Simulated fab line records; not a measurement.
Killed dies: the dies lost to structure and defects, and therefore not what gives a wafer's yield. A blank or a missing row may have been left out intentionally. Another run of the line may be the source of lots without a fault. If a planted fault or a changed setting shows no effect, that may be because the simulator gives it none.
A lot that was struck, set against a sound lot :: flow berkeleyCmos170 :: 13 out of 331 route steps
Sound: these wafers, L172.1, L172.4, L172.6. Struck: wafers L173.1, L173.2, L173.4. The cause is named last.
Per side, at each step with rows, come the tool, then ch with its chambers, and then its first start. Under that, the readings that differ: sound wafers :: struck wafers :: difference of the means :: sigmas: that difference in standard deviations of wafers without a fault.
alike: same words and numbers on both sides, and readings whose means sit less than 2 such deviations apart. not compared: any withheld reading, any reading some wafer has no value for, any bound like >300 that may hide the same value, and any number with overlapping values for which the record gives no deviation.
A row with sigmas, a row that says differs or no value, or rows on one side alone: a step with any of these is where the two part. When numbers do not overlap yet have no deviation, they are printed without sigmas and do not part them. Lack of a reading on every wafer of one side parts them only where that side has two or more wafers.

UCB170_START_BOW_MEAS_00:
  sound on filmMetro-03, day 3 17:00; struck on filmMetro-02, day 3 22:00
  alike: INCOMING_BOW
then, 2 steps without rows for these wafers: UCB170_START_CLEAN_01 (cleans in dHF, time 60 s); UCB170_START_OXIDATION_02 (target thk 20 nm, ox time 1800 s).
UCB170_START_THK_MEAS_03:
  sound on filmMetro-03, day 3 18:56; struck on filmMetro-01, day 4 01:53
  alike: START_OXIDE_THK
then, 4 steps without rows for these wafers: UCB170_START_ANNEAL_04 (time 1200 s); UCB170_ZERO_HMDS_00 (prime time 60 s); UCB170_ZERO_COAT_01 (resist thk 900 nm); UCB170_ZERO_SOFTBAKE_02 (time 60 s).
UCB170_ZERO_EXPOSE_03: exposes mask PM MARKS, target cd 4000 nm.
  sound on krfScanner-02 ch 0, day 4 00:28; struck on krfScanner-02, day 4 05:05
  no value came back on the struck wafers for exposureDoseMJCm2, focusOffsetNm (nm), reticleTempC (C); on the sound wafers exposureDoseMJCm2 reads 30.023 29.987 29.966
  alike: mask
then, 2 steps without rows for these wafers: UCB170_ZERO_PEB_04; UCB170_ZERO_DEVELOP_05 (develop time 45 s).
UCB170_ZERO_ETCH_06: etches SiO2 in CHF3/CF4/Ar, time 12 s.
  sound on rieDiel-04 ch 0,1, day 4 00:51; struck on rieDiel-02 ch 0,1,2, day 4 05:34
reading: oesProductAu (a.u.)
sound: 0.623 0.621 0.616
struck: 0.373 0.370 0.382
difference: -0.245
sigmas: -28
  alike: drypumpMotorCurrentA, throttleValvePct
  not compared: rfHoursCounterH
UCB170_ZERO_STRIP_07: strips in O2.
  sound on plasmaAsher-03 ch 0,1, day 4 00:52; struck on plasmaAsher-03 ch 0,1, day 4 05:35
  alike: drypumpMotorCurrentA, oesProductAu, stripTimeToEndpointS
  not compared: rfHoursCounterH

WHERE THEY PART
Last at UCB170_ZERO_ETCH_06 as far as this record goes, first at UCB170_ZERO_EXPOSE_03. Later steps at which nothing parts them and some readings are alike: UCB170_ZERO_STRIP_07.

WHY: whatever the simulator had introduced
At UCB170_ZERO_EXPOSE_03, the step was skipped entirely on krfScanner-02 from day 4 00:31 on. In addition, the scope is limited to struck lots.
